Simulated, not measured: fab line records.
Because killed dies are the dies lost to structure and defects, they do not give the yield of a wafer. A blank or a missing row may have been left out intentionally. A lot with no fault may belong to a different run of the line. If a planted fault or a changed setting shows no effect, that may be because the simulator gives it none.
Split-lot trial + flow ritCmos + 23 wafers read across 5 lots, on a route 202 steps long

THE SPLIT
At RIT_PLDD_COAT_01 (resist thk 1000 nm), the setting spinRpm was moved away from the recipe's 3250 rpm on 10 of the 23 wafers read, by -5.4% to +7.2%. This setting was run at the recipe's value on the other wafers.

FROM THE SPLIT TO THE READING: what the file shows between them, 3 steps
- RIT_PLDD_SOFTBAKE_02: time 60 s
- RIT_PLDD_EXPOSE_03: exposes mask M8, target cd 40900 nm
- RIT_PLDD_DEVELOP_05: develop time 50 s

THE READING
NOVOLAK_of_PLDD_COAT_01.thkNm (the simulator's own value, which no gauge read), in nm, at RIT_PLDD_HARDBAKE_07 (time 60 s). No usual value for it is given in the file. Here, 13 wafers ran the recipe; their average is 883.8 nm with a standard deviation of 3.1 nm.

| wafer  | tool, chamber at the split | spinRpm as run, rpm | against the recipe | NOVOLAK_of_PLDD_COAT_01.thkNm, nm | against lot-mates on the recipe |
|--------|----------------------------|---------------------|--------------------|-----------------------------------|---------------------------------|
| L074.2 | lithoTrack-01, 0           | 3383                | +4.1%              | 864.5                             | -14.5                           |
| L074.3 | lithoTrack-01, 0           | 3250                | recipe             | 880.3                             | -                               |
| L074.4 | lithoTrack-01, 0           | 3250                | recipe             | 877.8                             | -                               |
| L074.5 | lithoTrack-01, 0           | 3383                | +4.1%              | 863.9                             | -15.1                           |
| L074.6 | lithoTrack-01, 0           | 3250                | recipe             | 878.9                             | -                               |
| L076.1 | lithoTrack-01, 0           | 3250                | recipe             | 884.6                             | -                               |
| L076.2 | lithoTrack-01, 0           | 3484                | +7.2%              | 856.9                             | -26.5                           |
| L076.3 | lithoTrack-01, 0           | 3484                | +7.2%              | 853.2                             | -30.1                           |
| L076.4 | lithoTrack-01, 0           | 3484                | +7.2%              | 850.2                             | -33.1                           |
| L076.5 | lithoTrack-01, 0           | 3250                | recipe             | 882.1                             | -                               |
| L078.1 | lithoTrack-04, 0           | 3073                | -5.4%              | 906.4                             | +22.1                           |
| L078.2 | lithoTrack-04, 0           | 3250                | recipe             | 884.5                             | -                               |
| L078.5 | lithoTrack-04, 0           | 3250                | recipe             | 884.5                             | -                               |
| L078.3 | lithoTrack-04, 0           | 3250                | recipe             | 884                               | -                               |
| L078.4 | lithoTrack-04, 0           | 3073                | -5.4%              | 906.7                             | +22.4                           |
| L084.1 | lithoTrack-03, 0           | 3250                | recipe             | 886.3                             | -                               |
| L084.2 | lithoTrack-03, 0           | 3150                | -3.1%              | 898.3                             | +12.7                           |
| L084.3 | lithoTrack-03, 0           | 3250                | recipe             | 884.9                             | -                               |
| L084.4 | lithoTrack-03, 0           | 3150                | -3.1%              | 900                               | +14.4                           |
| L084.5 | lithoTrack-03, 0           | 3150                | -3.1%              | 899.9                             | +14.3                           |
| L085.1 | lithoTrack-03, 0           | 3250                | recipe             | 887.2                             | -                               |
| L085.2 | lithoTrack-03, 0           | 3250                | recipe             | 885.9                             | -                               |
| L085.3 | lithoTrack-03, 0           | 3250                | recipe             | 889                               | -                               |

FIT RESULTS
A straight line over all 23 wafers: NOVOLAK_of_PLDD_COAT_01.thkNm changes by -4.37 nm for each +1% of spinRpm; r = -0.98; the points scatter about the line by 2.9 nm.
The same after taking each lot's own level away (the mean of its wafers on the recipe; 23 wafers): -4.12 nm for each +1%; r = -0.99; scatter 1.5 nm.
On that fit, the largest move of spinRpm shifts the reading by 30 nm.
Measured against the standard deviation above, the lots' own levels, which go from 879.00 to 887.37 nm, span 2.7 times it.
Hence the lot-to-lot level has little effect on the slope; both slopes agree.
Check: with one of the wafers moved furthest among these (+7.2%) left out of the fit, the line predicts -30.2 nm for it against its lot-mates. It came out at -26.5 nm against them.

FURTHER SPLITS ON THESE WAFERS
These wafers also went through other splits before the reading. Each is held against what the fit with the lots' levels taken away leaves over:
| other split on the same wafers  | wafers away from the commonest value | r with NOVOLAK_of_PLDD_COAT_01.thkNm (lot level and that fit taken away) |
|---------------------------------|--------------------------------------|--------------------------------------------------------------------------|
| RIT_ACTIVE_COAT_06 spinRpm      | 8                                    | +0.19                                                                    |
| RIT_ACTIVE_SOFTBAKE_07 timeS    | 8                                    | -0.07                                                                    |
| RIT_FOX2_OXIDATION_00 tempC     | 18                                   | -0.07                                                                    |
| RIT_NWELL_SOFTBAKE_02 tempC     | 5                                    | -0.19                                                                    |
| RIT_PWELL_COAT_01 resistThkNm   | 7                                    | +0.00                                                                    |
| RIT_NRETRO_COAT_01 spinRpm      | 5                                    | +0.12                                                                    |
| RIT_PRETRO_IMPLANT_08 energyKev | 4                                    | +0.19                                                                    |
| RIT_GATE_CLEAN_04 timeS         | 18                                   | +0.09                                                                    |

THE WHOLE CHAIN: every reading that the file lists as answering this split, in the file's order
| step                 | what it does       | reading                                                                        | change (the file's fit)              | r (the file's) |
|----------------------|--------------------|--------------------------------------------------------------------------------|--------------------------------------|----------------|
| RIT_PLDD_COAT_01     | resist thk 1000 nm | NOVOLAK_of_PLDD_COAT_01.thkNm (the simulator's own value, which no gauge read) | -4.66 nm for each +1% of the setting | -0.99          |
| RIT_PLDD_HARDBAKE_07 | time 60 s          | NOVOLAK_of_PLDD_COAT_01.thkNm (the simulator's own value, which no gauge read) | -4.08 nm for each +1% of the setting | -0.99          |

THE FILE'S OWN FIT
NOVOLAK_of_PLDD_COAT_01.thkNm changes by -4.08 nm for each +1% of spinRpm, r = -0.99.
